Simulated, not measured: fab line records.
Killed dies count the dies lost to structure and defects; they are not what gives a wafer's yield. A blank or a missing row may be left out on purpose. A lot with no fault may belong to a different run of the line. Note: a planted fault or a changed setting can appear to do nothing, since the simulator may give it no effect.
2 desks looking at one fault    flow rit cmos    every desk sees just its own numbers, and what lay behind them comes last

== AT THE METROLOGY DESK ==
Means of the sampled wafers that have a number, per lot and without regard to the tool the lot ran on: this is what the gauges read. Marked OUT: a lot whose mean sits more than 4 standard deviations from the usual mean, which makes it out of limits; the brackets give that distance.
Columns: A = FOX2_OXIDE_THK at RIT_FOX2_THK_MEAS_01, usual 352 nm; B = PWELL_TW at RIT_PWELL_TW_MEAS_10, usual 955; C = PWELL_RS at RIT_WELLDRIVE_RS_MEAS_02, usual 429.9 ohm/sq; D = NRETRO_OVL at RIT_NRETRO_OVL_MEAS_06, usual 0.8 nm
lot   first seen here  A    B               C                D
L836  day 1 23:41      352  957             430.5            2.5
L838  day 2 07:16      349  957             428.7            -0.6
L839  day 2 18:05      355  949             430.2            -0.5
L840  day 2 18:05      355  955             430.2            -0.6
L842  day 3 04:38      354  928 (-4.4) OUT  463.5 (+26) OUT  1.2
L845  day 3 18:07      352  937             458.4 (+22) OUT  1.0
L848  day 4 10:47      350  957             429.4            0.8
L850  day 4 20:43      349  950             429.8            0.8
L852  day 5 05:17      352  947             431.6            0.4
L855  day 5 20:52      351  955             429.0            0.6
L856  day 6 02:24      354  952             431.3            1.8
L857  day 6 06:06      353  954             430.8            1.6
L858  day 6 10:14      340  957             430.5            1.8
L859  day 6 18:37      354  954             430.6            0.7
Finding of this desk: L842, L845 out of limits, first seen on L842 at day 3 08:44 (PWELL_TW at RIT_PWELL_TW_MEAS_10). L836, L838, L839, L840, L848, L850, L852, L855, L856, L857, L858, L859: within limits.

== DESK OF THE TOOL OWNER: implanter-03 ==
The tool's own readings at RIT_PWELL_IMPLANT_08: means of the sampled wafers that have a number, for each lot that ran on this tool. Marked OUT: a lot whose mean sits more than 4 standard deviations from the usual mean, which makes it out of limits; the brackets give that distance.
Columns: A = beam on s at RIT_PWELL_IMPLANT_08, usual 9.97 s; B = faraday current uA at RIT_PWELL_IMPLANT_08, usual 223
lot   first seen here  A                B
L840  day 2 21:53      10.07            220
L842  day 3 08:25      8.84 (-5.7) OUT  251 (+6.2) OUT
L845  day 3 21:55      9.00 (-4.8) OUT  246 (+5.0) OUT
L857  day 6 10:16      9.93             224
L859  day 6 22:29      10.15            219
This desk's verdict: out of limits on L842, L845, starting with L842 at day 3 08:25 (beam on s at RIT_PWELL_IMPLANT_08). L840, L857, L859: within limits.

== BROUGHT TOGETHER ==
At day 3 08:25, on L842, L845, the tool owner's desk was in a position to raise an alarm.
An alarm was possible from the metrology desk at day 3 08:44, on L842, L845.
Every lot named ran RIT_PWELL_IMPLANT_08 on implanter-03.

== WHAT THE SIMULATOR PUT IN ==
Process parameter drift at RIT_PWELL_IMPLANT_08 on implanter-03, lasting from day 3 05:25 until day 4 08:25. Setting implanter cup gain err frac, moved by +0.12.
Struck lots among those shown: L842, L845.
Time in hours from fault onset to the first out-of-limits reading at each desk: tool owner's desk 3, metrology desk 3.
